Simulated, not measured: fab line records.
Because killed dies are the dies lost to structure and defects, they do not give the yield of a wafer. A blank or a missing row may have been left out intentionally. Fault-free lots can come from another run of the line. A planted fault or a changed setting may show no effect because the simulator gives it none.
Split-lot trial :: flow rit cmos :: 23 wafers read across 5 lots, on a route 202 steps long

## THE SPLIT
At RIT_CONTACT_CVD_00 (deposits SiO2 from TEOS, target thk 400 nm, time 61 s), the setting time s was moved away from the recipe's 61 s on 10 of the 23 wafers read, by +6.2% to +14.7%. All remaining wafers had this setting at the recipe value.

Between the split and the reading, the file records no step.

## THE READING
CONTACT_TEOS_THK at RIT_CONTACT_THK_MEAS_01, in nm. A value of 400 nm with a standard deviation of 4.7 nm is what fault-free wafers of this fab line usually give.

wafer: L075.1
tool, chamber at the split: pecvd-04, 2
time s as run, s: 61
against the recipe: recipe
CONTACT_TEOS_THK, nm: 401
against lot-mates on the recipe: -

wafer: L075.2
tool, chamber at the split: pecvd-04, 1
time s as run, s: 69.98
against the recipe: +14.7%
CONTACT_TEOS_THK, nm: 455
against lot-mates on the recipe: +53

wafer: L075.4
tool, chamber at the split: pecvd-04, 2
time s as run, s: 69.98
against the recipe: +14.7%
CONTACT_TEOS_THK, nm: 466
against lot-mates on the recipe: +64

wafer: L075.5
tool, chamber at the split: pecvd-04, 1
time s as run, s: 69.98
against the recipe: +14.7%
CONTACT_TEOS_THK, nm: 464
against lot-mates on the recipe: +62

wafer: L075.6
tool, chamber at the split: pecvd-04, 0
time s as run, s: 61
against the recipe: recipe
CONTACT_TEOS_THK, nm: 403
against lot-mates on the recipe: -

wafer: L076.1
tool, chamber at the split: pecvd-01, 1
time s as run, s: 61
against the recipe: recipe
CONTACT_TEOS_THK, nm: 391
against lot-mates on the recipe: -

wafer: L076.3
tool, chamber at the split: pecvd-01, 0
time s as run, s: 61
against the recipe: recipe
CONTACT_TEOS_THK, nm: 397
against lot-mates on the recipe: -

wafer: L076.4
tool, chamber at the split: pecvd-01, 1
time s as run, s: 61
against the recipe: recipe
CONTACT_TEOS_THK, nm: 404
against lot-mates on the recipe: -

wafer: L076.5
tool, chamber at the split: pecvd-01, 2
time s as run, s: 68.4
against the recipe: +12.1%
CONTACT_TEOS_THK, nm: 454
against lot-mates on the recipe: +57

wafer: L076.6
tool, chamber at the split: pecvd-01, 0
time s as run, s: 68.4
against the recipe: +12.1%
CONTACT_TEOS_THK, nm: 450
against lot-mates on the recipe: +53

wafer: L077.1
tool, chamber at the split: pecvd-03, 1
time s as run, s: 61
against the recipe: recipe
CONTACT_TEOS_THK, nm: 397
against lot-mates on the recipe: -

wafer: L077.2
tool, chamber at the split: pecvd-03, 2
time s as run, s: 61
against the recipe: recipe
CONTACT_TEOS_THK, nm: 394
against lot-mates on the recipe: -

wafer: L077.5
tool, chamber at the split: pecvd-03, 0
time s as run, s: 61
against the recipe: recipe
CONTACT_TEOS_THK, nm: 403
against lot-mates on the recipe: -

wafer: L083.1
tool, chamber at the split: pecvd-03, 2
time s as run, s: 69.37
against the recipe: +13.7%
CONTACT_TEOS_THK, nm: 454
against lot-mates on the recipe: +53

wafer: L083.2
tool, chamber at the split: pecvd-03, 1
time s as run, s: 61
against the recipe: recipe
CONTACT_TEOS_THK, nm: 396
against lot-mates on the recipe: -

wafer: L083.4
tool, chamber at the split: pecvd-03, 0
time s as run, s: 69.37
against the recipe: +13.7%
CONTACT_TEOS_THK, nm: 467
against lot-mates on the recipe: +66

wafer: L083.5
tool, chamber at the split: pecvd-03, 2
time s as run, s: 61
against the recipe: recipe
CONTACT_TEOS_THK, nm: 403
against lot-mates on the recipe: -

wafer: L083.6
tool, chamber at the split: pecvd-03, 1
time s as run, s: 61
against the recipe: recipe
CONTACT_TEOS_THK, nm: 404
against lot-mates on the recipe: -

wafer: L085.2
tool, chamber at the split: pecvd-01, 1
time s as run, s: 61
against the recipe: recipe
CONTACT_TEOS_THK, nm: 396
against lot-mates on the recipe: -

wafer: L085.3
tool, chamber at the split: pecvd-01, 0
time s as run, s: 64.81
against the recipe: +6.2%
CONTACT_TEOS_THK, nm: 422
against lot-mates on the recipe: +21

wafer: L085.4
tool, chamber at the split: pecvd-01, 1
time s as run, s: 61
against the recipe: recipe
CONTACT_TEOS_THK, nm: 406
against lot-mates on the recipe: -

wafer: L085.5
tool, chamber at the split: pecvd-01, 2
time s as run, s: 64.81
against the recipe: +6.2%
CONTACT_TEOS_THK, nm: 430
against lot-mates on the recipe: +29

wafer: L085.6
tool, chamber at the split: pecvd-01, 0
time s as run, s: 64.81
against the recipe: +6.2%
CONTACT_TEOS_THK, nm: 429
against lot-mates on the recipe: +28

FIT RESULTS
A straight line over all 23 wafers: CONTACT_TEOS_THK changes by +4.3 nm for each +1% of time s; r = +0.99; the points scatter about the line by 4.7 nm.
The same after taking each lot's own level away (the mean of its wafers on the recipe; 23 wafers): +4.23 nm for each +1%; r = +0.99; scatter 4.7 nm.
Per that fit: largest time s move, reading shift of 62 nm.
From 397.3 to 402.0 nm: that is the span of the lots' own levels, equal to 1.0 times the standard deviation above.
The two slopes are in agreement: the lot-to-lot level therefore moves the slope only a little.
Check: for one of the wafers moved furthest among these (+14.7%), held out of the fit, the line's prediction against its lot-mates is +63.9 nm. It came out at +53 nm against them.

## THESE WAFERS: OTHER SPLITS
These wafers also went through other splits before the reading. Each is held against what the fit with the lots' levels taken away leaves over:
other split on the same wafers: RIT_ACTIVE_COAT_06 spin rpm
wafers away from the commonest value: 7
r with CONTACT_TEOS_THK (lot level and that fit taken away): +0.29

other split on the same wafers: RIT_ACTIVE_ETCH_13 rf w
wafers away from the commonest value: 8
r with CONTACT_TEOS_THK (lot level and that fit taken away): +0.19

other split on the same wafers: RIT_NWELL_COAT_01 spin rpm
wafers away from the commonest value: 7
r with CONTACT_TEOS_THK (lot level and that fit taken away): +0.13

other split on the same wafers: RIT_NWELL_IMPLANT_08 energy kev
wafers away from the commonest value: 11
r with CONTACT_TEOS_THK (lot level and that fit taken away): -0.05

other split on the same wafers: RIT_NRETRO_IMPLANT_08 energy kev
wafers away from the commonest value: 8
r with CONTACT_TEOS_THK (lot level and that fit taken away): -0.19

other split on the same wafers: RIT_GATE_EXPOSE_13 dose mj
wafers away from the commonest value: 12
r with CONTACT_TEOS_THK (lot level and that fit taken away): -0.05

other split on the same wafers: RIT_PLDD_IMPLANT_08 energy kev
wafers away from the commonest value: 6
r with CONTACT_TEOS_THK (lot level and that fit taken away): +0.29

other split on the same wafers: RIT_SPACER_ETCHBACK_05 time s
wafers away from the commonest value: 9
r with CONTACT_TEOS_THK (lot level and that fit taken away): -0.11

other split on the same wafers: RIT_NSD_IMPLANT_08 dose cm2
wafers away from the commonest value: 7
r with CONTACT_TEOS_THK (lot level and that fit taken away): +0.09

other split on the same wafers: RIT_PSD_IMPLANT_08 dose cm2
wafers away from the commonest value: 4
r with CONTACT_TEOS_THK (lot level and that fit taken away): +0.18

other split on the same wafers: RIT_SILICIDE_SPUTTER_01 time s
wafers away from the commonest value: 11
r with CONTACT_TEOS_THK (lot level and that fit taken away): +0.29

## THE WHOLE CHAIN: every reading that the file lists as answering this split, in the file's order
step: RIT_CONTACT_CVD_00
what it does: deposits SiO2 from TEOS, target thk 400 nm, time 61 s
reading: SiO2_of_CONTACT_CVD_00.thk nm (the simulator's own value, which no gauge read)
change (the file's fit): +4.26 nm for each +1% of the setting
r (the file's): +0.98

step: RIT_CONTACT_THK_MEAS_01
what it does: 
reading: CONTACT_TEOS_THK
change (the file's fit): +4.27 for each +1% of the setting
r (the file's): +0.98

## FILE'S OWN FIT
CONTACT_TEOS_THK changes by +4.27 nm for each +1% of time s, r = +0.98.
